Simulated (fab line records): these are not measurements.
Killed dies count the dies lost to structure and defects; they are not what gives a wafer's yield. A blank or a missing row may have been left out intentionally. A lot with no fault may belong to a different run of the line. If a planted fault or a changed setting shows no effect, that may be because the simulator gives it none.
Code-filled problem report in 8D (eight disciplines) form ; flow rit cmos ; the parts of the form that need people (team, actions taken, sign-off) are left out

1. WHAT WENT WRONG
FOX1_OXIDE_THK at RIT_FOX1_THK_MEAS_01 reads a mean of 280 nm on 6 wafers of 2 lots; wafers without a fault read 351 nm with a standard deviation of 6. That puts it -12 standard deviations away from the usual mean.
First seen on wafer L283.1, day 4 10:57, on film metro-03. At this step, 42 wafers from 14 lots have a number in the record. Rule for "out" (also "out of limits"): further than 4 standard deviations from the usual mean. The other wafers with a number count as sound.

2. WHAT IT IS, WHAT IT ISN'T
question;is;is not
which readings at this step;FOX1_OXIDE_THK;-
which lots;L283, L288;L271, L272, L273, L274, L275, L278, L279, L280, L281, L289, L292, L293
which wafers of those lots;all that have a number;-
read on which gauges;film metro-01, film metro-03;film metro-04
when;from day 4 10:57;"up to then (27 sound wafers); but 9 sound wafers of L289, L292, L293 came after"

3. WHAT RULES OUT EACH SUSPECT
Counting: a tool at any process step up to the reading remains a suspect when it ran all the lots that are out and ran no sound lot after the first of those.
- the gauge at RIT_FOX1_THK_MEAS_01 is ruled out. Those wafers that are out were read across 2 gauges (film metro-01, film metro-03).
- furnace-04 at RIT_FOX1_OXIDATION_00 (target thk 350.7 nm, ox time 1130 s): kept. Every lot that is out went through it, starting with L283 (day 4 09:38), and after that it ran no sound lot; the last sound lot it ran before then is L280 (day 3 19:45). Its own spike tc centre C, spike tc load C, spike tc source C, tube center temp C, tube_center_temp_C_max, zone power load pct readings are out on those wafers.
Left after counting: furnace-04 at RIT_FOX1_OXIDATION_00.

4. THE CAUSE (what the simulator had put in)
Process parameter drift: furnace-04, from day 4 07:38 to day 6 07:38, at RIT_FOX1_OXIDATION_00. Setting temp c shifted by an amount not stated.
Only this tool survived the counting.

5. THE CHAIN OF EFFECTS, in route order
Rows list readings where the struck wafers' mean (over those with a number) sits beyond 3 standard deviations from the usual. Only readings whose record carries a usual standard deviation are examined. hours: median over the lots of the time between each lot's start at the first step of this table that gives one and its start at this step. sigmas: the change, counted in usual standard deviations.
hours;step;reading;usual;on struck wafers;change;sigmas
0;RIT_FOX1_OXIDATION_00;spike tc centre C;1102.0 C;1062.0;-40.0;-33
0;RIT_FOX1_OXIDATION_00;spike tc load C;1129.0 C;1086.4;-42.6;-28
0;RIT_FOX1_OXIDATION_00;spike tc source C;1124 C;1092;-32;-7.4
0;RIT_FOX1_OXIDATION_00;tube center temp C;1100 C;1060;-40;-99 or more
0;RIT_FOX1_OXIDATION_00;tube_center_temp_C_max;1102.8;1062.8;-40.0;-89
0;RIT_FOX1_OXIDATION_00;zone power load pct;48.0 %;43.0;-5.0;-5.0
1;RIT_FOX1_THK_MEAS_01;FOX1_OXIDE_THK;351 nm;280;-71;-12
It contains these process steps:
- RIT_FOX1_OXIDATION_00: target thk 350.7 nm, ox time 1130 s.
At these later measuring or inspecting steps, every struck wafer for which the step has a row has a number for every such reading, and none has moved that far: RIT_PWELL_OVL_MEAS_06, RIT_SDANNEAL_RS_MEAS_07, RIT_CONTACT_CD_MEAS_90.

6. WHAT WOULD HAVE CAUGHT IT SOONER
The first out-of-limits reading at a measuring or inspecting step in this record came at day 4 10:57, 3 hours after the fault's start at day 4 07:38.
Tool's own readings at RIT_FOX1_OXIDATION_00, spike tc centre C, spike tc load C, spike tc source C, tube center temp C, tube_center_temp_C_max, zone power load pct: out on all struck wafers the step has rows for; an alarm limit on them would have tripped on the first.
Among the 2 lots that are out, L288 began RIT_FOX1_OXIDATION_00 on furnace-04 after day 4 10:57. Holding the tool at that time would have saved it.
